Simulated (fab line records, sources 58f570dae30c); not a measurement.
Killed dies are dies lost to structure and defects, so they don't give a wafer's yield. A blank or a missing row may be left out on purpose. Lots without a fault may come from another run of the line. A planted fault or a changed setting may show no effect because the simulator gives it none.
fab line records | flow berkeley_cmos170
record lots=15 wafers=45 last_day=13
route steps=331 shown START@4 PWELL@47 ACTIVE@73 NVT@107
lots that met no fault: from a run of the same line without faults
start_h: hours from the record's first day to the start of the lot's first wafer shown | wait_h: hours since the lot's step before | " the same as in the row above | L1.1+2: a row that stands for several wafers | - no value, or no start given | * or withheld: withheld | < > ~ a bound
route shown NAME@n: a module of which the file shows steps, and the number in the route of the first | usual: mean/standard deviation of fault-free wafers | same: alike in all rows | chamber/n: place in a boat | sites: the reading at each site | _std_site: their standard deviation | _edge_site: outer sites' mean less inner sites' | radius_mm: how far each site lies from the wafer's centre | mask NAME#n: copy n | behind: the tool/chamber that last shaped the wafer | hold: why the lot was held/for how many hours/how that ended | device: the transistor (n, p or np) that didn't switch | end of line: the same wafers' tests at the end of the route | a step without rows: its recipe alone | killed: dies lost to structure and defects at the first sort, not the wafer's yield | map: a wafer's dies, x killed, . not, _ none there
set.NAME: the setting as run; set.NAME@STEP: as run at that earlier step | model.NAME: the simulator's own value behind a step, which no gauge read
steps of the route over a sample of lots; a table a step, a row a wafer
services: from which hour (start_h, from the record's first day; less than 0 if before it) a tool's chamber was out of use, for how many hours, and why
## steps
# step UCB170_START_THK_MEAS_03
# recipe reads=SiO2_of_START_OXIDATION_02
# usual START_OXIDE_THK=20.1/0.34
# columns lot.wafer tool chamber start_h wait_h START_OXIDE_THK[nm]
L508.1 film_metro-01 - 15.57 0.0 20.7
L508.2 " - " " 21.0
L508.6 " - " " 20.6
L510.1 film_metro-03 - 24.68 0.0 19.7
L510.3 " - " " 19.7
L510.5 " - " " 20.8
L515.1 film_metro-01 - 51.11 0.0 20.2
L515.2 " - " " 20.2
L515.6 " - " " 19.9
L516.1 film_metro-03 - 53.86 0.0 20.4
L516.3 " - " " 20.3
L516.5 " - " " 20.4
L517.3 film_metro-03 - 60.10 0.0 20.6
L517.4 " - " " 20.2
L517.6 " - " " 20.4
L521.2 film_metro-03 - 79.44 0.0 20.4
L521.4 " - " " 20.3
L521.6 " - " " 20.3
L522.1 film_metro-03 - 83.51 0.0 20.6
L522.2 " - " " 20.1
L522.4 " - " " 20.1
L523.1 film_metro-03 - 89.34 0.0 19.6
L523.2 " - " " 19.7
L523.5 " - " " 19.6
L524.1 film_metro-02 - 93.15 0.0 20.0
L524.4 " - " " 20.2
L524.5 " - " " 20.1
L525.2 film_metro-01 - 100.86 0.0 19.5
L525.3 " - " " 19.8
L525.5 " - " " 19.5
L526.3 film_metro-02 - 105.20 0.0 19.9
L526.5 " - " " 19.7
L526.6 " - " " 19.9
L527.2 film_metro-03 - 109.22 0.0 20.1
L527.4 " - " " 20.1
L527.6 " - " " 20.2
L528.2 film_metro-03 - 113.69 0.0 20.4
L528.3 " - " " 20.3
L528.5 " - " " 20.1
L529.1 film_metro-01 - 119.01 0.0 19.9
L529.5 " - " " 19.8
L529.6 " - " " 20.0
L531.3 film_metro-01 - 131.82 0.0 20.6
L531.4 " - " " 20.3
L531.5 " - " " 20.1
# step UCB170_PWELL_OVL_MEAS_13
# usual PWELL_OVL=-4/4.3
# columns lot.wafer tool chamber start_h wait_h PWELL_OVL[nm]
L508.1 overlay-01 - 50.84 - 4
L508.2 " - " " 4
L508.6 " - " " 2
L510.1 overlay-02 - 60.32 - 1
L510.3 " - " " -1
L510.5 " - " " 2
L516.1 overlay-01 - 85.79 - -4
L516.3 " - " " -3
L516.5 " - " " -1
L515.1 overlay-02 - 86.06 - 1
L515.2 " - " " -7
L515.6 " - " " -7
L517.3 overlay-01 - 93.20 - -4
L517.4 " - " " -6
L517.6 " - " " -4
L521.2 overlay-02 - 115.74 - -1
L521.4 " - " " 4
L521.6 " - " " -8
L522.1 overlay-01 - 115.98 - -8
L522.2 " - " " -4
L522.4 " - " " -7
L523.1 overlay-01 - 122.55 - -6
L523.2 " - " " 0
L523.5 " - " " -7
L524.1 overlay-02 - 132.20 - -7
L524.4 " - " " -16
L524.5 " - " " -12
L525.2 overlay-01 - 139.00 - -6
L525.3 " - " " -4
L525.5 " - " " -5
L526.3 overlay-02 - 139.12 - 1
L526.5 " - " " 4
L526.6 " - " " 1
L527.2 overlay-02 - 144.37 - -7
L527.4 " - " " -3
L527.6 " - " " -6
L528.2 overlay-01 - 152.10 - -9
L528.3 " - " " 2
L528.5 " - " " -2
L529.1 overlay-02 - 152.82 - -2
L529.5 " - " " -4
L529.6 " - " " -6
L531.3 overlay-01 - 169.76 - 0
L531.4 " - " " 1
L531.5 " - " " -2
# step UCB170_ACTIVE_CD_MEAS_13
# recipe target_cd_nm=1200
# usual cd_nm=1199.7/1.5
# columns lot.wafer tool chamber start_h wait_h cd_nm
L508.1 cd_sem-02 - 78.85 - 1199.9
L508.2 " - " " 1197.4
L508.6 " - " " 1199.8
L510.1 cd_sem-01 - 84.83 - 1198.0
L510.3 " - " " 1198.9
L510.5 " - " " 1199.4
L516.1 cd_sem-01 - 114.74 - 1198.6
L516.3 " - " " 1200.9
L516.5 " - " " 1198.2
L515.1 cd_sem-02 - 115.01 - 1198.7
L515.2 " - " " 1198.9
L515.6 " - " " 1198.8
L517.3 cd_sem-02 - 124.41 - 1198.5
L517.4 " - " " 1199.1
L517.6 " - " " 1199.2
L522.1 cd_sem-02 - 145.23 - 1198.5
L522.2 " - " " 1198.9
L522.4 " - " " 1199.8
L521.2 cd_sem-01 - 145.97 - 1199.9
L521.4 " - " " 1199.5
L521.6 " - " " 1200.0
L523.1 cd_sem-01 - 149.43 - 1200.8
L523.2 " - " " 1199.4
L523.5 " - " " 1201.3
L524.1 cd_sem-01 - 157.92 - 1200.5
L524.4 " - " " 1201.4
L524.5 " - " " 1201.5
L526.3 cd_sem-01 - 165.42 - 1201.6
L526.5 " - " " 1202.5
L526.6 " - " " 1202.3
L525.2 cd_sem-02 - 165.64 - 1200.1
L525.3 " - " " 1200.0
L525.5 " - " " 1200.0
L527.2 cd_sem-01 - 171.38 - 1200.6
L527.4 " - " " 1200.0
L527.6 " - " " 1199.5
L528.2 cd_sem-02 - 179.91 - 1202.1
L528.3 " - " " 1202.3
L528.5 " - " " 1201.5
L529.1 cd_sem-01 - 180.13 - 1195.8
L529.5 " - " " 1198.1
L529.6 " - " " 1198.1
L531.3 cd_sem-01 - 199.57 - 1199.3
L531.4 " - " " 1197.5
L531.5 " - " " 1198.3
# step UCB170_NVT_EXPOSE_03
# recipe mask_id=PWELL target_cd_nm=3000 na=0.5 sigma_outer=0.6 source_shape=conventional dose_mj=30
# usual exposure_dose_mJ_cm2=30.001/0.028 focus_offset_nm=-0.1/0.51 stage_vel_mm_s=500.02/0.28
# columns lot.wafer tool chamber start_h wait_h mask exposure_dose_mJ_cm2 focus_offset_nm stage_vel_mm_s
L508.1 krf_scanner-01 0 106.51 0.4 PWELL#0 29.989 0.0 499.89
L508.2 " 0 " " PWELL#0 29.958 0.3 500.39
L508.6 " 0 " " PWELL#0 30.015 0.2 500.19
L510.1 krf_scanner-01 0 115.59 0.2 PWELL#0 30.030 -1.2 499.52
L510.3 " 0 " " PWELL#0 30.012 -0.7 499.96
L510.5 " 0 " " PWELL#0 30.054 -0.6 499.59
L516.1 krf_scanner-02 - 150.01 0.2 PWELL#0 - - -
L516.3 " - " " PWELL#0 - - -
L516.5 " - " " PWELL#0 - - -
L515.1 krf_scanner-01 - 150.26 0.5 PWELL#0 - - -
L515.2 " - " " PWELL#0 - - -
L515.6 " - " " PWELL#0 - - -
L517.3 krf_scanner-01 - 159.04 0.2 PWELL#0 - - -
L517.4 " - " " PWELL#0 - - -
L517.6 " - " " PWELL#0 - - -
L522.1 krf_scanner-02 0 175.49 0.2 PWELL#0 29.977 -0.2 500.40
L522.2 " 0 " " PWELL#0 30.028 -0.1 500.67
L522.4 " 0 " " PWELL#0 30.007 0.5 500.64
L523.1 krf_scanner-02 0 175.60 0.4 PWELL#0 30.029 0.5 499.99
L523.2 " 0 " " PWELL#0 29.994 0.0 499.97
L523.5 " 0 " " PWELL#0 30.054 -0.5 499.94
L521.2 krf_scanner-02 0 175.74 0.4 PWELL#0 29.988 -1.2 500.10
L521.4 " 0 " " PWELL#0 29.957 -0.2 500.06
L521.6 " 0 " " PWELL#0 29.990 -0.7 500.32
L524.1 krf_scanner-01 0 186.71 0.2 PWELL#0 29.959 0.2 500.02
L524.4 " 0 " " PWELL#0 29.991 -0.3 499.61
L524.5 " 0 " " PWELL#0 29.978 0.0 499.70
L526.3 krf_scanner-02 0 198.31 0.1 PWELL#0 30.062 0.1 499.75
L526.5 " 0 " " PWELL#0 30.008 -0.4 499.92
L526.6 " 0 " " PWELL#0 29.949 0.2 499.80
L525.2 krf_scanner-02 0 198.53 0.3 PWELL#0 30.019 -0.7 499.93
L525.3 " 0 " " PWELL#0 29.992 0.5 499.85
L525.5 " 0 " " PWELL#0 30.025 -0.1 500.00
L527.2 krf_scanner-02 0 205.01 0.2 PWELL#0 30.028 0.5 500.28
L527.4 " 0 " " PWELL#0 30.011 0.5 499.90
L527.6 " 0 " " PWELL#0 30.040 -0.3 499.78
L529.1 krf_scanner-02 0 218.03 0.2 PWELL#0 29.983 -0.5 500.20
L529.5 " 0 " " PWELL#0 29.989 -0.7 500.06
L529.6 " 0 " " PWELL#0 30.047 -1.2 500.11
L528.2 krf_scanner-01 0 218.31 0.2 PWELL#0 29.987 -0.5 499.85
L528.3 " 0 " " PWELL#0 30.014 0.0 500.14
L528.5 " 0 " " PWELL#0 30.007 0.3 499.83
L531.3 krf_scanner-02 0 235.00 0.4 PWELL#0 29.991 0.5 500.41
L531.4 " 0 " " PWELL#0 29.981 0.9 500.03
L531.5 " 0 " " PWELL#0 29.985 -0.5 500.46
## services
# columns tool chamber start_h hours kind
krf_scanner-01 - 84.60 9.2 repair
krf_scanner-02 - 102.01 1.3 pm
krf_scanner-02 - 126.45 0.8 pm
krf_scanner-02 - 138.07 2.1 repair
krf_scanner-02 - 145.07 0.1 repair
krf_scanner-01 0 147.37 - calibration
krf_scanner-02 - 153.15 0.2 repair
krf_scanner-01 - 160.39 3.6 pm
krf_scanner-02 0 164.74 - calibration
krf_scanner-02 - 192.52 2.4 repair
krf_scanner-01 - 198.00 1.0 pm
krf_scanner-01 - 206.72 0.8 pm
krf_scanner-01 - 208.69 1.3 pm
krf_scanner-02 - 225.05 1.0 pm
## key
first_sign step=UCB170_NVT_EXPOSE_03 reading=tool_record direction=missing
effect none on later readings
met_at UCB170_NVT_EXPOSE_03
struck_lots L515,L516,L517
sort_left_out L515.1,L515.2,L515.6,L516.1,L516.3,L516.5,L517.3,L517.4,L517.6
tester_left_out L515,L516,L517
not_acting_at UCB170_START_THK_MEAS_03,UCB170_PWELL_OVL_MEAS_13,UCB170_ACTIVE_CD_MEAS_13
onset_between 115.59 150.01
fault kind=skipped_step_whole tool=krf_scanner-01,krf_scanner-02 chamber=- onset_h=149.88 steps=UCB170_NVT_EXPOSE_03 scope=struck_lots_only
# tester_left_out: of these lots the tester's yield and bins aren't shown, on N5 and GAA mostly nor the transistor test; their killed dies are dies lost to structure and defects alone, not to doping, threshold or leakage, so they don't give the yield
# sort_left_out: the simulated sort isn't trusted on such a fault, so these wafers' sort isn't shown, and their yield isn't known
